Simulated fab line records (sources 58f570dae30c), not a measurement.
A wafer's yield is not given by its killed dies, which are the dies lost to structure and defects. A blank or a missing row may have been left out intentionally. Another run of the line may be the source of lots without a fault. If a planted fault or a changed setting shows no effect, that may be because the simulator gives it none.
Which tool is to blame? :: flow berkeley cmos170 :: Sampling: 14 lots, 42 wafers, 4 of 331 route steps

## WHAT THE GAUGES READ, wafer by wafer
UCB170_V2_CD_MEAS_12 targets a cd of 700 nm.
lot: L601
measured: day 7 09:47
on: cd sem-02
cd nm (nm): 700.8 700.3 701.4

lot: L602
measured: day 7 18:19
on: cd sem-01
cd nm (nm): 700.1 700.9 700.7

lot: L603
measured: day 7 17:57
on: cd sem-01
cd nm (nm): 699.7 698.5 698.7

lot: L605
measured: day 8 11:38
on: cd sem-01
cd nm (nm): 700.4 698.5 700.8

lot: L607
measured: day 8 23:19
on: cd sem-02
cd nm (nm): 698.3 699.2 699.8

lot: L608
measured: day 8 23:49
on: cd sem-01
cd nm (nm): 701.3 702.8 702.3

lot: L614
measured: day 10 03:53
on: cd sem-02
cd nm (nm): 700.4 701.0 698.9

lot: L615
measured: day 10 16:14
on: cd sem-01
cd nm (nm): 698.7 701.8 699.4

lot: L616
measured: day 10 15:37
on: cd sem-01
cd nm (nm): 699.1 697.8 697.7

lot: L618
measured: day 11 09:08
on: cd sem-02
cd nm (nm): 702.1 700.9 703.1

lot: L617
measured: day 11 08:53
on: cd sem-01
cd nm (nm): 700.5 700.2 700.2

lot: L621
measured: day 11 09:37
on: cd sem-02
cd nm (nm): 699.8 700.3 699.6

lot: L622
measured: day 12 15:08
on: cd sem-02
cd nm (nm): 700.5 699.7 699.8

lot: L623
measured: day 12 14:52
on: cd sem-02
cd nm (nm): 702.6 700.8 701.7

UCB170_M3_CD_MEAS_90 targets a cd of 700 nm.
lot: L601
measured: day 7 13:04
on: cd sem-01
cd nm (nm): 694.9 697.8 695.1

lot: L602
measured: day 7 21:34
on: cd sem-02
cd nm (nm): 695.3 698.1 696.2

lot: L603
measured: day 7 21:05
on: cd sem-02
cd nm (nm): 700.2 699.8 701.6

lot: L605
measured: day 8 14:50
on: cd sem-01
cd nm (nm): 700.8 701.0 703.2

lot: L607
measured: day 9 02:19
on: cd sem-01
cd nm (nm): 693.7 692.0 698.8

lot: L608
measured: day 9 02:46
on: cd sem-01
cd nm (nm): 698.0 695.6 696.1

lot: L614
measured: day 10 07:49
on: cd sem-01
cd nm (nm): 698.8 698.2 692.8

lot: L615
measured: day 10 19:29
on: cd sem-02
cd nm (nm): 700.1 701.7 700.2

lot: L616
measured: day 10 18:56
on: cd sem-01
cd nm (nm): 700.5 701.8 698.9

lot: L618
measured: day 11 13:00
on: cd sem-01
cd nm (nm): 701.9 703.4 702.7

lot: L617
measured: day 11 12:47
on: cd sem-01
cd nm (nm): 699.3 696.6 704.8

lot: L621
measured: day 11 13:36
on: cd sem-02
cd nm (nm): 701.0 695.5 693.4

lot: L622
measured: day 12 20:26
on: cd sem-02
cd nm (nm): 693.7 695.0 692.9

lot: L623
measured: day 12 20:03
on: cd sem-02
cd nm (nm): 699.7 700.0 700.4

## WHAT TOOL EACH LOT RAN ON (gives the tool, then ch and the chambers of the sampled wafers, and finally the start)
lot: L601
UCB170_CONTACT_CLEAN_00: wet bench-01 ch 3, day 6 15:56
UCB170_V2_CMP_02: cmp-02 ch 0,2,3, day 7 08:10

lot: L602
UCB170_CONTACT_CLEAN_00: wet bench-01 ch 3, day 6 19:20
UCB170_V2_CMP_02: cmp-02 ch 0,1, day 7 16:24

lot: L603
UCB170_CONTACT_CLEAN_00: wet bench-01 ch 2, day 6 19:52
UCB170_V2_CMP_02: cmp-01 ch 0,1, day 7 16:20

lot: L605
UCB170_CONTACT_CLEAN_00: wet bench-03 ch 2, day 7 16:29
UCB170_V2_CMP_02: cmp-02 ch 0,1,3, day 8 10:04

lot: L607
UCB170_CONTACT_CLEAN_00: wet bench-01 ch 0, day 8 02:59
UCB170_V2_CMP_02: cmp-01 ch 0,1,2, day 8 21:51

lot: L608
UCB170_CONTACT_CLEAN_00: wet bench-01 ch 1, day 8 03:11
UCB170_V2_CMP_02: cmp-02 ch 1,2,3, day 8 22:04

lot: L614
UCB170_CONTACT_CLEAN_00: wet bench-04 ch 1, day 9 10:18
UCB170_V2_CMP_02: cmp-01 ch 0,3, day 10 02:05

lot: L615
UCB170_CONTACT_CLEAN_00: wet bench-04 ch 1, day 9 20:58
UCB170_V2_CMP_02: cmp-02 ch 0,2,3, day 10 14:23

lot: L616
UCB170_CONTACT_CLEAN_00: wet bench-01 ch 0, day 9 21:09
UCB170_V2_CMP_02: cmp-01 ch 0,1, day 10 13:59

lot: L618
UCB170_CONTACT_CLEAN_00: wet bench-01 ch 1, day 10 12:56
UCB170_V2_CMP_02: cmp-01 ch 0,2,3, day 11 07:19

lot: L617
UCB170_CONTACT_CLEAN_00: wet bench-01 ch 3, day 10 13:07
UCB170_V2_CMP_02: cmp-02 ch 0,1,3, day 11 07:13

lot: L621
UCB170_CONTACT_CLEAN_00: wet bench-01 ch 0, day 10 13:47
UCB170_V2_CMP_02: cmp-01 ch 1,2, day 11 07:46

lot: L622
UCB170_CONTACT_CLEAN_00: wet bench-01 ch 0, day 11 17:27
UCB170_V2_CMP_02: cmp-02 ch 1,2, day 12 12:00

lot: L623
UCB170_CONTACT_CLEAN_00: wet bench-01 ch 2, day 11 18:05
UCB170_V2_CMP_02: cmp-01 ch 0,2,3, day 12 11:55
- UCB170_CONTACT_CLEAN_00: cleans in SPM, time 600 s.
- UCB170_V2_CMP_02: polishes SiO2.

## AS READ BY THE TOOLS THEMSELVES (means over the sampled wafers that have a number; for cases with no such wafer, the mark the record gives instead)
UCB170_V2_CMP_02.
lot: L601
tool: cmp-02
motor current A (A): 14.4
slurry flow ml min: 150.0

lot: L602
tool: cmp-02
motor current A (A): 15.7
slurry flow ml min: 150.5

lot: L603
tool: cmp-01
motor current A (A): 17.0
slurry flow ml min: 150.4

lot: L605
tool: cmp-02
motor current A (A): 14.9
slurry flow ml min: 150.0

lot: L607
tool: cmp-01
motor current A (A): 16.7
slurry flow ml min: 150.1

lot: L608
tool: cmp-02
motor current A (A): 14.3
slurry flow ml min: 150.1

lot: L614
tool: cmp-01
motor current A (A): 16.1
slurry flow ml min: 149.9

lot: L615
tool: cmp-02
motor current A (A): 14.6
slurry flow ml min: 150.1

lot: L616
tool: cmp-01
motor current A (A): 17.5
slurry flow ml min: 150.1

lot: L618
tool: cmp-01
motor current A (A): 15.0
slurry flow ml min: 149.6

lot: L617
tool: cmp-02
motor current A (A): 14.9
slurry flow ml min: 149.6

lot: L621
tool: cmp-01
motor current A (A): 17.0
slurry flow ml min: 150.0

lot: L622
tool: cmp-02
motor current A (A): 14.7
slurry flow ml min: 150.1

lot: L623
tool: cmp-01
motor current A (A): 15.6
slurry flow ml min: 149.6

## THE ANSWER, worked out from the rows above alone
Rule: the usual values come from the lots themselves. The widest of any qualifying gaps counts: lots, ordered by their means at a reading, are off when they make up no more than a third of the lots, leave a main group of 4 or more, and stand apart from it by 3 or more times the standard deviation of that group's means. A main group is skipped when, at the precision printed for the reading in the tables above, its means are all equal. A lot without any number at a reading at which 4 lots or more have one is off too. Any other lot the step has rows for is counted as sound. After the gauges, taken in route order, come the tools' own readings; for these a lot's mean is taken, as printed above. At the first step where some lot is off, the reading lying furthest off is the one used; lots without a number count as furthest.
None of the lots is off at any reading shown; this tells nothing.

## WHAT WAS PUT IN BY THE SIMULATOR
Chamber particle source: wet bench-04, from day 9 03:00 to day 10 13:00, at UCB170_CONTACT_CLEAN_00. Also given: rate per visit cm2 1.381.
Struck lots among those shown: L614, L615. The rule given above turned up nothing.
